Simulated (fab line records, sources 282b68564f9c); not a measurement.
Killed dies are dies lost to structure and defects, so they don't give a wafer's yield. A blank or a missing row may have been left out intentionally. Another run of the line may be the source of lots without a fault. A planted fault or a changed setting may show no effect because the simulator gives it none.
Split-lot trial :: flow rit cmos :: 23 wafers read across 5 lots, on a route 202 steps long

## ON THE SPLIT
At RIT_ACTIVE_OXIDATION_01 (target thk 46.8 nm, ox time 3360 s), the setting temp c was moved away from the recipe's 1000 C on 10 of the 23 wafers read, by -2.3% to -1.2%. The other wafers ran this setting at the recipe's value.

The file shows no step between the split and the reading.

## THE READING
At RIT_ACTIVE_THK_MEAS_02: ACTIVE_OXIDE_THK, given in nm. On this fab line, fault-free wafers typically give 46.8 nm with a standard deviation of 0.96 nm.

wafer: L074.1
tool, chamber at the split: -, -
temp c as run, C: 977.3
against the recipe: -2.3%
ACTIVE_OXIDE_THK, nm: 37.3
against lot-mates on the recipe: no lot-mate on the recipe

wafer: L074.3
tool, chamber at the split: -, -
temp c as run, C: 977.3
against the recipe: -2.3%
ACTIVE_OXIDE_THK, nm: 38.5
against lot-mates on the recipe: no lot-mate on the recipe

wafer: L074.4
tool, chamber at the split: -, -
temp c as run, C: 977.3
against the recipe: -2.3%
ACTIVE_OXIDE_THK, nm: 38.2
against lot-mates on the recipe: no lot-mate on the recipe

wafer: L074.5
tool, chamber at the split: -, -
temp c as run, C: 977.3
against the recipe: -2.3%
ACTIVE_OXIDE_THK, nm: 37.9
against lot-mates on the recipe: no lot-mate on the recipe

wafer: L074.6
tool, chamber at the split: -, -
temp c as run, C: 977.3
against the recipe: -2.3%
ACTIVE_OXIDE_THK, nm: 37.8
against lot-mates on the recipe: no lot-mate on the recipe

wafer: L077.1
tool, chamber at the split: -, -
temp c as run, C: 987.7
against the recipe: -1.2%
ACTIVE_OXIDE_THK, nm: 42.0
against lot-mates on the recipe: no lot-mate on the recipe

wafer: L077.2
tool, chamber at the split: -, -
temp c as run, C: 987.7
against the recipe: -1.2%
ACTIVE_OXIDE_THK, nm: 42.9
against lot-mates on the recipe: no lot-mate on the recipe

wafer: L077.3
tool, chamber at the split: -, -
temp c as run, C: 987.7
against the recipe: -1.2%
ACTIVE_OXIDE_THK, nm: 42.6
against lot-mates on the recipe: no lot-mate on the recipe

wafer: L077.4
tool, chamber at the split: -, -
temp c as run, C: 987.7
against the recipe: -1.2%
ACTIVE_OXIDE_THK, nm: 42.7
against lot-mates on the recipe: no lot-mate on the recipe

wafer: L077.5
tool, chamber at the split: -, -
temp c as run, C: 987.7
against the recipe: -1.2%
ACTIVE_OXIDE_THK, nm: 42.3
against lot-mates on the recipe: no lot-mate on the recipe

wafer: L078.2
tool, chamber at the split: furnace-04, 0
temp c as run, C: 1000
against the recipe: recipe
ACTIVE_OXIDE_THK, nm: 45.8
against lot-mates on the recipe: -

wafer: L078.3
tool, chamber at the split: furnace-04, 0
temp c as run, C: 1000
against the recipe: recipe
ACTIVE_OXIDE_THK, nm: 45.9
against lot-mates on the recipe: -

wafer: L078.6
tool, chamber at the split: furnace-04, 0
temp c as run, C: 1000
against the recipe: recipe
ACTIVE_OXIDE_THK, nm: 45.8
against lot-mates on the recipe: -

wafer: L080.2
tool, chamber at the split: -, -
temp c as run, C: 1000
against the recipe: recipe
ACTIVE_OXIDE_THK, nm: 47.7
against lot-mates on the recipe: -

wafer: L080.3
tool, chamber at the split: -, -
temp c as run, C: 1000
against the recipe: recipe
ACTIVE_OXIDE_THK, nm: 46.5
against lot-mates on the recipe: -

wafer: L080.4
tool, chamber at the split: -, -
temp c as run, C: 1000
against the recipe: recipe
ACTIVE_OXIDE_THK, nm: 46.7
against lot-mates on the recipe: -

wafer: L080.5
tool, chamber at the split: -, -
temp c as run, C: 1000
against the recipe: recipe
ACTIVE_OXIDE_THK, nm: 46.2
against lot-mates on the recipe: -

wafer: L080.6
tool, chamber at the split: -, -
temp c as run, C: 1000
against the recipe: recipe
ACTIVE_OXIDE_THK, nm: 46.4
against lot-mates on the recipe: -

wafer: L084.2
tool, chamber at the split: -, -
temp c as run, C: 1000
against the recipe: recipe
ACTIVE_OXIDE_THK, nm: 47.4
against lot-mates on the recipe: -

wafer: L084.3
tool, chamber at the split: -, -
temp c as run, C: 1000
against the recipe: recipe
ACTIVE_OXIDE_THK, nm: 47.7
against lot-mates on the recipe: -

wafer: L084.4
tool, chamber at the split: -, -
temp c as run, C: 1000
against the recipe: recipe
ACTIVE_OXIDE_THK, nm: 47.3
against lot-mates on the recipe: -

wafer: L084.5
tool, chamber at the split: -, -
temp c as run, C: 1000
against the recipe: recipe
ACTIVE_OXIDE_THK, nm: 47.4
against lot-mates on the recipe: -

wafer: L084.6
tool, chamber at the split: -, -
temp c as run, C: 1000
against the recipe: recipe
ACTIVE_OXIDE_THK, nm: 47.7
against lot-mates on the recipe: -

THE FIT
A straight line over all 23 wafers: ACTIVE_OXIDE_THK changes by +3.85 nm for each +1% of temp c; r = +0.99; the points scatter about the line by 0.66 nm.
Too few moved wafers have a lot-mate on the recipe to fit a line with each lot's own level taken away.

## THE WHOLE CHAIN: every reading that the file lists as answering this split, in the file's order
step: RIT_ACTIVE_OXIDATION_01
what it does: target thk 46.8 nm, ox time 3360 s
reading: SiO2_of_ACTIVE_OXIDATION_01.thk nm (the simulator's own value, which no gauge read)
change (the file's fit): +3.85 nm for each +1% of the setting
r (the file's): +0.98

step: RIT_ACTIVE_THK_MEAS_02
what it does: 
reading: ACTIVE_OXIDE_THK
change (the file's fit): +3.86 for each +1% of the setting
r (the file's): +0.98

## FILE'S OWN FIT
ACTIVE_OXIDE_THK changes by +3.86 nm for each +1% of temp c, r = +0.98.
